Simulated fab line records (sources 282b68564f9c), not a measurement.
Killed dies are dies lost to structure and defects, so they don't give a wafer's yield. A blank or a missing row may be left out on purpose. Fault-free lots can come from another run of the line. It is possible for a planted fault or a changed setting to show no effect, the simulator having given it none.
A struck lot beside a sound one    flow ritCmos    18 out of 202 route steps
Sound: these wafers, L397.2, L397.4, L397.5. Struck: wafers L393.1, L393.2, L393.4. The cause is given at the end.
Each step with rows lists, per side, the tool, then ch with its chambers, then its first start. Under that, the readings that differ: sound wafers    struck wafers    difference of the means    sigmas: that difference in standard deviations of wafers without a fault.
alike: words and numbers the same on both sides, and readings whose means are apart by under 2 such deviations; not compared: readings that were withheld, readings missing a value for some wafer, numbers with overlapping values and no deviation given by the record, and bounds like >300 which may hide the same value.
The two part at a step that has a row with sigmas, a row that says differs or no value, or rows on one side only. Non-overlapping numbers with no deviation appear without sigmas and do not part them. Lack of a reading on every wafer of one side parts them only where that side has two or more wafers.

first, 4 steps without rows for these wafers: RIT_NWELL_SOFTBAKE_02 (time 60 s); RIT_NWELL_EXPOSE_03 (exposes mask M2, target cd 43900 nm); RIT_NWELL_PEB_04; RIT_NWELL_DEVELOP_05 (develop time 68 s).
RIT_NWELL_OVL_MEAS_06:
  sound on overlay-01, day 4 23:25; struck on overlay-01, day 4 03:10
  alike: NWELL_OVL
then, 2 steps without rows for these wafers: RIT_NWELL_HARDBAKE_07 (time 120 s); RIT_NWELL_IMPLANT_08.
RIT_NWELL_STRIP_09: strips in O2, time 180 s.
  sound on plasmaAsher-01 ch 0,1, day 4 23:59; struck on plasmaAsher-02 ch 0,1, day 4 03:36
reading                   sound        struck       difference  sigmas
drypumpMotorCurrentA (A)  6.3 5.2 6.3  4.8 5.4 4.8  -0.9        -2
  not compared: rfHoursCounterH
RIT_NWELL_TW_MEAS_10:
  sound on filmMetro-03, day 5 00:10; struck on filmMetro-03, day 4 03:47
  alike: NWELL_TW
then, 3 steps without rows for these wafers: RIT_PWELL_HMDS_00 (prime time 60 s); RIT_PWELL_COAT_01 (resist thk 1300 nm); RIT_PWELL_SOFTBAKE_02 (time 60 s).
RIT_PWELL_EXPOSE_03: exposes mask M3, target cd 43700 nm.
  sound on ilineStepper-01 ch 0, day 5 00:51; struck on ilineStepper-02 ch 0, day 4 04:18
reading                      sound                    struck             difference  sigmas
model.PWELL.overlayXNm (nm)  -0.6139 -0.6139 -0.6139  239.7 239.7 239.7  +240.3      
  alike: mask
then, 2 steps without rows for these wafers: RIT_PWELL_PEB_04; RIT_PWELL_DEVELOP_05 (develop time 68 s).
RIT_PWELL_OVL_MEAS_06:
  sound on overlay-02, day 5 01:16; struck on overlay-01, day 4 04:44
reading         sound         struck             difference  sigmas
PWELL_OVL (nm)  0.3 0.3 -0.5  240.4 240.9 240.7  +240.6      +99 or more
then, 1 step without rows for these wafers: RIT_PWELL_HARDBAKE_07 (time 120 s).
RIT_M1_PROBE_99:
  rows exist in the record for the sound wafers here (prober-01, day 6 12:15), none for the struck ones

== WHERE THEY PART ==
At RIT_NWELL_STRIP_09 first; at RIT_M1_PROBE_99 last (within this record only).

WHY: the cause the simulator had injected
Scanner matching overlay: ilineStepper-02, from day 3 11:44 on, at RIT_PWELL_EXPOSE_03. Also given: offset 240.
